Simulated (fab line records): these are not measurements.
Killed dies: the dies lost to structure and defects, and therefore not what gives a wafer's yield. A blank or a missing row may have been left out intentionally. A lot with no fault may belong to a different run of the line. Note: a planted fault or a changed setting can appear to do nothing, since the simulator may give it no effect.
Comparing a struck lot with a sound one :: flow rit cmos :: 18 out of 202 route steps
Sound: wafers L556.1, L556.4, L556.5. The struck wafers were L572.1, L572.2, L572.4. The cause is given at the end.
Per side, at each step with rows, come the tool, then ch with its chambers, and then its first start. Under that, the readings that differ: sound wafers :: struck wafers :: difference of the means :: sigmas: that difference in standard deviations of wafers without a fault.
alike: readings whose means differ by less than 2 such deviations, and words and numbers that are the same on both sides. not compared: withheld readings, readings that some wafer has no value for, bounds like >300 that may hide the same value, and numbers for which the record gives no deviation and whose values overlap.
The two part at a step that has a row with sigmas, a row that says differs or no value, or rows on one side only. Non-overlapping numbers with no deviation appear without sigmas and do not part them. Lack of a reading on every wafer of one side parts them only where that side has two or more wafers.

RIT_SDANNEAL_RS_MEAS_07: measurement is done with a four-point probe.
  struck on film metro-04, day 6 09:26; sound on film metro-02, day 3 03:13
reading: NLDD_RS (ohm/sq)
sound: 151.5 151.3 151.9
struck: 152.6 152.1 152.6
difference: +0.9
sigmas: +2
then, 1 step without rows for these wafers: RIT_SILICIDE_WET_ETCH_00 (etches SiO2 in BOE, target depth 14 nm, time 15 s).
RIT_SILICIDE_SPUTTER_01: material Ti, target thk 30 nm, time 240 s.
  struck on pvd sputter-02, day 6 09:35; sound on pvd sputter-03, day 3 03:20
  alike: throttle valve pct
RIT_SILICIDE_RS_MEAS_02: measurement is done with a four-point probe.
  struck on film metro-03, day 6 09:44; sound on film metro-01, day 3 03:29
  alike: SILICIDE_TI_RS
RIT_SILICIDE_THK_MEAS_03: measures by xrf.
  struck on film metro-03, day 6 09:51; sound on film metro-01, day 3 03:37
  alike: SILICIDE_TI_THK
RIT_SILICIDE_RTA_04: time 10 s, ramp up 5 s, ramp down 5 s.
  sound on rtp anneal-02 ch 0, day 3 03:40; struck on rtp anneal-02 ch 0, day 6 09:55
  alike: anneal temp c max, wafer_temp_C_max
then, 1 step without rows for these wafers: RIT_SILICIDE_WET_ETCH_05 (etches Ti in SPM, time 120 s).
RIT_SILICIDE_RTA_06: time 10 s, ramp up 5 s, ramp down 10 s.
  sound on rtp anneal-01 ch 0, day 3 03:47; struck on rtp anneal-01 ch 0, day 6 10:01
  alike: anneal temp c max, wafer_temp_C_max
RIT_CONTACT_CVD_00: deposits SiO2 from TEOS, target thk 400 nm, time 61 s.
  sound on pecvd-03 ch 0,1,2, day 3 03:51; struck on pecvd-04 ch 0,1,2, day 6 10:05
  alike: heater power w
  not compared: since wet clean h
RIT_CONTACT_THK_MEAS_01:
  struck on film metro-01, day 6 10:08; sound on film metro-03, day 3 03:54
  alike: CONTACT_TEOS_THK
then, 2 steps without rows for these wafers: RIT_CONTACT_HMDS_02 (prime time 60 s); RIT_CONTACT_COAT_03 (resist thk 1000 nm).
RIT_CONTACT_SOFTBAKE_04: time 60 s.
  sound on litho track-01 ch 0, day 3 04:16; struck on litho track-04 ch 0, day 6 10:35
reading: heater power total W (W)
sound: 34.50 34.53 34.52
struck: 33.18 33.29 33.17
difference: -1.30
sigmas: -27

reading: plate temp C (C)
sound: 90.05 89.84 89.84
struck: 87.40 87.48 87.29
difference: -2.52
sigmas: -21
  alike: chill plate temp C
then, 2 steps without rows for these wafers: RIT_CONTACT_EXPOSE_05 (exposes mask M11, target cd 1000 nm); RIT_CONTACT_PEB_06.
RIT_CONTACT_DEVELOP_07: develop time 120 s.
  sound: litho track-04 ch 0; struck: litho track-01 ch 0
reading: model.NOVOLAK_of_CONTACT_COAT_03.thk nm (nm)
sound: 998.6 999.7 1000
struck: 1008 1008 1010
difference: +9
sigmas: 
  alike: chill plate temp C
RIT_CONTACT_CD_MEAS_08 targets a cd of 1000 nm.
  struck on cd sem-01, day 6 11:14; sound on cd sem-01, day 3 05:03
  alike: cd nm
RIT_M1_PROBE_99:
  struck on prober-01, day 6 16:25; sound on prober-02, day 3 10:40
  alike: killed at front end, killed dies, killed on rim, killed open, killed short

## WHERE THEY PART
At RIT_SDANNEAL_RS_MEAS_07 first; at RIT_CONTACT_SOFTBAKE_04 last (within this record only). Later steps at which nothing parts them and some readings are alike: RIT_CONTACT_DEVELOP_07, RIT_CONTACT_CD_MEAS_08, RIT_M1_PROBE_99.

WHY: what the simulator had put in
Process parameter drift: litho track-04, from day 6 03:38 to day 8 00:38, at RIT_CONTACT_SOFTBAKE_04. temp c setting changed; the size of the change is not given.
